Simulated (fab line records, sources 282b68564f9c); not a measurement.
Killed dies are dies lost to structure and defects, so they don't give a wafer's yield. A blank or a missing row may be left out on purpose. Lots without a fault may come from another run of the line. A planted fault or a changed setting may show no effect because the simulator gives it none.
Which tool did it? | flow rit_cmos | 15 lots, 45 wafers sampled, at 4 steps of a route of 202

WHAT THE GAUGES READ, wafer by wafer
RIT_CONTACT_OVL_MEAS_09.
lot  | measured    | on         | CONTACT_OVL (nm)
L827 | day 3 14:59 | overlay-02 | -2.4 -2.2 -1.1
L828 | day 3 19:20 | overlay-01 | -2.5 -1.3 -3.5
L829 | day 4 00:24 | overlay-02 | 0.6 -1.0 0.4
L830 | day 4 06:31 | overlay-01 | -0.4 2.2 -0.6
L831 | day 4 13:18 | overlay-02 | -0.7 1.7 0.1
L832 | day 4 15:40 | overlay-02 | -1.6 -1.3 0.7
L836 | day 5 08:24 | overlay-01 | -0.7 -0.6 1.0
L840 | day 6 02:18 | overlay-01 | 348.7 349.4 350.3
L841 | day 6 04:13 | overlay-02 | 348.4 350.5 349.0
L842 | day 6 14:48 | overlay-01 | 348.5 346.5 347.7
L844 | day 6 23:28 | overlay-01 | -1.3 0.6 -0.5
L845 | day 7 03:58 | overlay-01 | 1.8 2.4 -0.2
L846 | day 7 05:23 | overlay-02 | 1.2 0.6 0.1
L848 | day 7 19:26 | overlay-02 | -0.5 0.7 1.9
L849 | day 8 02:00 | overlay-02 | 1.0 2.6 2.1

WHICH TOOL RAN EACH LOT (tool, then ch and the chambers of the sampled wafers, then the start)
lot  | RIT_PSD_STRIP_09                    | RIT_SDANNEAL_RTA_03             | RIT_CONTACT_EXPOSE_05
L827 | plasma_asher-01 ch 0,1, day 3 11:46 | rtp_anneal-01 ch 0, day 3 12:43 | iline_stepper-02 ch 0, day 3 14:21
L828 | plasma_asher-03 ch 0,1, day 3 16:16 | rtp_anneal-02 ch 0, day 3 17:02 | iline_stepper-02 ch 0, day 3 18:42
L829 | plasma_asher-04 ch 0,1, day 3 21:30 | rtp_anneal-01 ch 0, day 3 22:08 | iline_stepper-02 ch 0, day 3 23:46
L830 | plasma_asher-01 ch 1, day 4 03:36   | rtp_anneal-02 ch 0, day 4 04:13 | iline_stepper-02 ch 0, day 4 05:53
L831 | plasma_asher-03 ch 0,1, day 4 10:19 | rtp_anneal-01 ch 0, day 4 10:55 | iline_stepper-01 ch 0, day 4 12:40
L832 | plasma_asher-01 ch 0,1, day 4 12:44 | rtp_anneal-02 ch 0, day 4 13:18 | iline_stepper-02 ch 0, day 4 15:04
L836 | plasma_asher-01 ch 0,1, day 5 05:32 | rtp_anneal-02 ch 0, day 5 06:08 | iline_stepper-01 ch 0, day 5 07:46
L840 | plasma_asher-03 ch 0,1, day 5 23:23 | rtp_anneal-02 ch 0, day 5 23:58 | iline_stepper-02 ch 0, day 6 01:41
L841 | plasma_asher-04 ch 0,1, day 6 01:21 | rtp_anneal-01 ch 0, day 6 01:57 | iline_stepper-02 ch 0, day 6 03:35
L842 | plasma_asher-01 ch 0,1, day 6 11:51 | rtp_anneal-02 ch 0, day 6 12:29 | iline_stepper-02 ch 0, day 6 14:07
L844 | plasma_asher-03 ch 0,1, day 6 20:23 | rtp_anneal-02 ch 0, day 6 21:01 | iline_stepper-01 ch 0, day 6 22:52
L845 | plasma_asher-04 ch 0,1, day 7 01:01 | rtp_anneal-01 ch 0, day 7 01:37 | iline_stepper-01 ch 0, day 7 03:20
L846 | plasma_asher-01 ch 0,1, day 7 02:30 | rtp_anneal-02 ch 0, day 7 03:06 | iline_stepper-01 ch 0, day 7 04:44
L848 | plasma_asher-04 ch 0,1, day 7 16:27 | rtp_anneal-02 ch 0, day 7 17:03 | iline_stepper-01 ch 0, day 7 18:47
L849 | plasma_asher-04 ch 0,1, day 7 23:11 | rtp_anneal-01 ch 0, day 7 23:45 | iline_stepper-01 ch 0, day 8 01:23
- RIT_PSD_STRIP_09: strips in O2, time 180 s.
- RIT_SDANNEAL_RTA_03: time 5 s.
- RIT_CONTACT_EXPOSE_05: exposes mask M11, target cd 1000 nm.

WHAT THE TOOLS THEMSELVES READ (means of the sampled wafers that have a number; where no wafer has one, the mark that the record gives instead)
RIT_PSD_STRIP_09.
lot  | tool            | drypump_motor_current_A (A) | rf_refl_power_W (W)
L827 | plasma_asher-01 | 6.0                         | 7.4
L828 | plasma_asher-03 | 5.5                         | 6.8
L829 | plasma_asher-04 | 5.6                         | 4.2
L830 | plasma_asher-01 | 5.6                         | 5.9
L831 | plasma_asher-03 | 5.5                         | 6.8
L832 | plasma_asher-01 | 6.0                         | 7.3
L836 | plasma_asher-01 | 6.0                         | 7.1
L840 | plasma_asher-03 | 5.5                         | 6.8
L841 | plasma_asher-04 | 5.4                         | 4.7
L842 | plasma_asher-01 | 6.0                         | 7.2
L844 | plasma_asher-03 | 5.6                         | 6.2
L845 | plasma_asher-04 | 5.4                         | 4.7
L846 | plasma_asher-01 | 5.8                         | 6.8
L848 | plasma_asher-04 | 5.4                         | 4.5
L849 | plasma_asher-04 | 5.6                         | 4.3

RIT_SDANNEAL_RTA_03.
lot  | tool          | wafer_temp_C_max
L827 | rtp_anneal-01 | 1053.4
L828 | rtp_anneal-02 | 1052.1
L829 | rtp_anneal-01 | 1052.8
L830 | rtp_anneal-02 | 1052.6
L831 | rtp_anneal-01 | 1053.2
L832 | rtp_anneal-02 | 1052.6
L836 | rtp_anneal-02 | 1054.0
L840 | rtp_anneal-02 | 1054.0
L841 | rtp_anneal-01 | 1054.1
L842 | rtp_anneal-02 | 1053.2
L844 | rtp_anneal-02 | 1054.9
L845 | rtp_anneal-01 | 1053.1
L846 | rtp_anneal-02 | 1054.3
L848 | rtp_anneal-02 | 1055.2
L849 | rtp_anneal-01 | 1053.9

RIT_CONTACT_EXPOSE_05.
lot  | tool             | reticle_temp_C (C)
L827 | iline_stepper-02 | 22.96
L828 | iline_stepper-02 | 22.94
L829 | iline_stepper-02 | 22.93
L830 | iline_stepper-02 | 23.05
L831 | iline_stepper-01 | 22.96
L832 | iline_stepper-02 | 23.11
L836 | iline_stepper-01 | 22.85
L840 | iline_stepper-02 | 22.91
L841 | iline_stepper-02 | 22.98
L842 | iline_stepper-02 | 23.02
L844 | iline_stepper-01 | 23.03
L845 | iline_stepper-01 | 23.02
L846 | iline_stepper-01 | 23.07
L848 | iline_stepper-01 | 22.86
L849 | iline_stepper-01 | 22.97

THE ANSWER, worked out from the rows above alone
Rule: what is usual is taken from the lots themselves. Put in order of their means at a reading, lots are off if they are a third of the lots or fewer, leave a main group of 4 or more, and stand apart from it by a gap of 3 or more times the standard deviation of the main group's means; of several such gaps the widest counts. A main group whose means are all the same, to the digits that the tables above print for the reading, isn't used. A lot without any number at a reading at which 4 lots or more have one is off too. The other lots that the step has rows for count as sound. The gauges are gone through in route order, then the tools' own readings, and for those a lot's mean is taken as printed above. The first step at which some lot is off is used, and at that step the reading that is off furthest; a lot without a number counts as furthest.
Off: L840, L841, L842, at RIT_CONTACT_OVL_MEAS_09 (CONTACT_OVL). The main group: mean -0.0 nm, standard deviation 1.2.
A tool fits if, at a process step before that reading, it ran every lot that is off, and no sound lot after the first of them. The gauges at RIT_CONTACT_OVL_MEAS_09 are tried like those tools. One fits: iline_stepper-02 at RIT_CONTACT_EXPOSE_05. Its last sound lot is L832 (day 4 15:04), its first lot that is off L840 (day 6 01:41): a fault that began between those two fits.

WHAT THE SIMULATOR HAD PUT IN
Scanner matching overlay: iline_stepper-02, from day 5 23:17 on, at RIT_CONTACT_EXPOSE_05. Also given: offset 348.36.
Lots struck among those shown: L840, L841, L842. The rule above found the same.
